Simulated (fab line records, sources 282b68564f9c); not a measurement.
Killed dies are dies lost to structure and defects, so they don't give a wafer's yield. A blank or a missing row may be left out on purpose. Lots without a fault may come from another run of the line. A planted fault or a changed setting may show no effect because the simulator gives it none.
Split-lot experiment | flow rit_cmos | 5 lots, 23 wafers read, on a route of 202 steps

THE SPLIT
At RIT_PLDD_COAT_01 (resist thk 1000 nm), the setting resist_thk_nm was moved away from the recipe's 1000 nm on 6 of the 23 wafers read, by +3.7% to +5.4%. The other wafers ran this setting at the recipe's value.

FROM THE SPLIT TO THE READING: what the file shows between them, 3 steps
- RIT_PLDD_SOFTBAKE_02: time 60 s
- RIT_PLDD_EXPOSE_03: exposes mask M8, target cd 40900 nm
- RIT_PLDD_DEVELOP_05: develop time 50 s

THE READING
NOVOLAK_of_PLDD_COAT_01.thk_nm (the simulator's own value, which no gauge read), in nm, at RIT_PLDD_HARDBAKE_07 (time 60 s). The file gives no usual value for it. The 17 wafers here that ran the recipe average 885.0 nm, standard deviation 2.5 nm.

wafer  | tool, chamber at the split | resist_thk_nm as run, nm | against the recipe | NOVOLAK_of_PLDD_COAT_01.thk_nm, nm | against lot-mates on the recipe
L075.1 | litho_track-02, 0          | 1000                     | recipe             | 886.7                              | -
L075.2 | litho_track-02, 0          | 1000                     | recipe             | 886.8                              | -
L075.3 | litho_track-02, 0          | 1000                     | recipe             | 886.3                              | -
L075.4 | litho_track-02, 0          | 1000                     | recipe             | 887                                | -
L075.5 | litho_track-02, 0          | 1000                     | recipe             | 885.1                              | -
L074.1 | litho_track-03, 0          | 1000                     | recipe             | 880                                | -
L074.2 | litho_track-03, 0          | 1000                     | recipe             | 881.6                              | -
L074.3 | litho_track-03, 0          | 1000                     | recipe             | 879.3                              | -
L074.4 | litho_track-03, 0          | 1047                     | +4.7%              | 922.5                              | +42.2
L074.5 | litho_track-03, 0          | 1047                     | +4.7%              | 920.2                              | +39.9
L077.1 | litho_track-02, 0          | 1000                     | recipe             | 887                                | -
L077.6 | litho_track-02, 0          | 1000                     | recipe             | 887                                | -
L077.2 | litho_track-02, 0          | 1037                     | +3.7%              | 920.1                              | +33.1
L077.4 | litho_track-02, 0          | 1000                     | recipe             | 887.1                              | -
L077.5 | litho_track-02, 0          | 1037                     | +3.7%              | 919.3                              | +32.3
L078.1 | litho_track-01, 0          | 1000                     | recipe             | 884                                | -
L078.2 | litho_track-01, 0          | 1054                     | +5.4%              | 933.2                              | +49.1
L078.3 | litho_track-01, 0          | 1000                     | recipe             | 883.2                              | -
L078.4 | litho_track-01, 0          | 1054                     | +5.4%              | 931.9                              | +47.8
L078.5 | litho_track-01, 0          | 1000                     | recipe             | 885.1                              | -
L085.4 | litho_track-02, 0          | 1000                     | recipe             | 885.4                              | -
L085.6 | litho_track-02, 0          | 1000                     | recipe             | 885.4                              | -
L085.5 | litho_track-02, 0          | 1000                     | recipe             | 888.3                              | -

THE FIT
A straight line over all 23 wafers: NOVOLAK_of_PLDD_COAT_01.thk_nm changes by +8.55 nm for each +1% of resist_thk_nm; r = +0.99; the points scatter about the line by 2.8 nm.
The same after taking each lot's own level away (the mean of its wafers on the recipe; 23 wafers): +8.86 nm for each +1%; r = +1.00; scatter 0.92 nm.
On that fit, the largest move of resist_thk_nm shifts the reading by 48 nm.
The lots' own levels span 880.30 to 887.03 nm, that is 2.7 times the standard deviation above.
So the lot-to-lot level changes the slope little: the two slopes agree.
Check: with one of the wafers moved furthest among these (+5.4%) left out of the fit, the line predicts +47.5 nm for it against its lot-mates. It came out at +49.1 nm against them.

OTHER SPLITS ON THESE WAFERS
These wafers also went through other splits before the reading. Each is held against what the fit with the lots' levels taken away leaves over:
other split on the same wafers     | wafers away from the commonest value | r with NOVOLAK_of_PLDD_COAT_01.thk_nm (lot level and that fit taken away)
RIT_GATE_CVD_08 pressure_mtorr     | 15                                   | +0.06
RIT_GATE_DEVELOP_15 develop_time_s | 4                                    | +0.26
RIT_REOX_CLEAN_00 time_s           | 10                                   | +0.04

THE WHOLE CHAIN: every reading that the file lists as answering this split, in the file's order
step                 | what it does       | reading                                                                         | change (the file's fit)              | r (the file's)
RIT_PLDD_COAT_01     | resist thk 1000 nm | NOVOLAK_of_PLDD_COAT_01.thk_nm (the simulator's own value, which no gauge read) | +10.1 nm for each +1% of the setting | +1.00
RIT_PLDD_HARDBAKE_07 | time 60 s          | NOVOLAK_of_PLDD_COAT_01.thk_nm (the simulator's own value, which no gauge read) | +8.86 nm for each +1% of the setting | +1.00

THE FILE'S OWN FIT
NOVOLAK_of_PLDD_COAT_01.thk_nm changes by +8.86 nm for each +1% of resist_thk_nm, r = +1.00.
